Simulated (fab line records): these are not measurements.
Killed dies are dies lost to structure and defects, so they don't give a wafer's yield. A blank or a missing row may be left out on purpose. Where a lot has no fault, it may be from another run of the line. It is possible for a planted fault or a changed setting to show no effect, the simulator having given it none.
The tool behind it: which one? || flow berkeley cmos170 || 7 lots, 21 wafers sampled, at 2 steps of a route of 331

WHAT THE GAUGES READ, wafer by wafer
UCB170_SDANNEAL_RS_MEAS_04: measures by four-point-probe.
{"lot": "L164", "measured": "day 8 18:38", "on": "film metro-04", "PLDD_RS (ohm/sq)": "1030.8 1029.4 1031.1"}
{"lot": "L166", "measured": "day 8 20:16", "on": "film metro-02", "PLDD_RS (ohm/sq)": "1035.0 1033.2 1032.6"}
{"lot": "L172", "measured": "day 10 05:04", "on": "film metro-03", "PLDD_RS (ohm/sq)": "1034.1 1033.1 1029.2"}
{"lot": "L175", "measured": "day 10 15:20", "on": "film metro-02", "PLDD_RS (ohm/sq)": "940.9 943.4 939.4 940.0 944.9 941.7"}
{"lot": "L179", "measured": "day 11 03:11", "on": "film metro-02", "PLDD_RS (ohm/sq)": "1033.4 1032.0 1035.5"}
{"lot": "L184", "measured": "day 12 07:20", "on": "film metro-02", "PLDD_RS (ohm/sq)": "1035.6 1035.1 1034.9"}
{"lot": "L186", "measured": "day 12 17:19", "on": "film metro-04", "PLDD_RS (ohm/sq)": "1026.4 1029.4 1029.7"}

EACH LOT AND THE TOOL THAT RAN IT (in order: tool; ch and the chambers of the sampled wafers; start)
{"lot": "L164", "UCB170_SPACER_ANNEAL_02": "furnace-02 ch 0, day 8 12:49"}
{"lot": "L166", "UCB170_SPACER_ANNEAL_02": "furnace-02 ch 0, day 8 12:49"}
{"lot": "L172", "UCB170_SPACER_ANNEAL_02": "furnace-01 ch 0, day 9 21:25"}
{"lot": "L175", "UCB170_SPACER_ANNEAL_02": "furnace-02 ch 0, day 10 04:43"}
{"lot": "L179", "UCB170_SPACER_ANNEAL_02": "furnace-01 ch 0, day 10 20:46"}
{"lot": "L184", "UCB170_SPACER_ANNEAL_02": "furnace-01 ch 0, day 12 00:29"}
{"lot": "L186", "UCB170_SPACER_ANNEAL_02": "furnace-01 ch 0, day 12 10:26"}
- UCB170_SPACER_ANNEAL_02: time 1800 s.

THE ANSWER, worked out from the rows above alone
Rule: the lots themselves supply what counts as usual. The widest of any qualifying gaps counts: lots, ordered by their means at a reading, are off when they make up no more than a third of the lots, leave a main group of 4 or more, and stand apart from it by 3 or more times the standard deviation of that group's means. If all means in a main group match to the digits the tables above print for the reading, that group is not used. Also off: a lot with no number at a reading for which 4 or more lots have one. All remaining lots with rows at the step are treated as sound.
Off: L175, at UCB170_SDANNEAL_RS_MEAS_04 (PLDD_RS). Mean 1032.2 ohm/sq and standard deviation 2.2 in the main group.
A tool fits if, at a process step before that reading, it ran every lot that is off, and no sound lot after the first of them. Gauges at UCB170_SDANNEAL_RS_MEAS_04: tried the same way as those tools. One fits: UCB170_SPACER_ANNEAL_02 on furnace-02. Its last sound lot is L164 (day 8 12:49), its first lot that is off L175 (day 10 04:43): a fault that began between those two fits.

WHAT THE SIMULATOR HAD PUT IN
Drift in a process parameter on furnace-02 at UCB170_SPACER_ANNEAL_02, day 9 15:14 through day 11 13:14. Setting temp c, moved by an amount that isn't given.
Struck lots among those shown: L175. The same result came from the rule above.
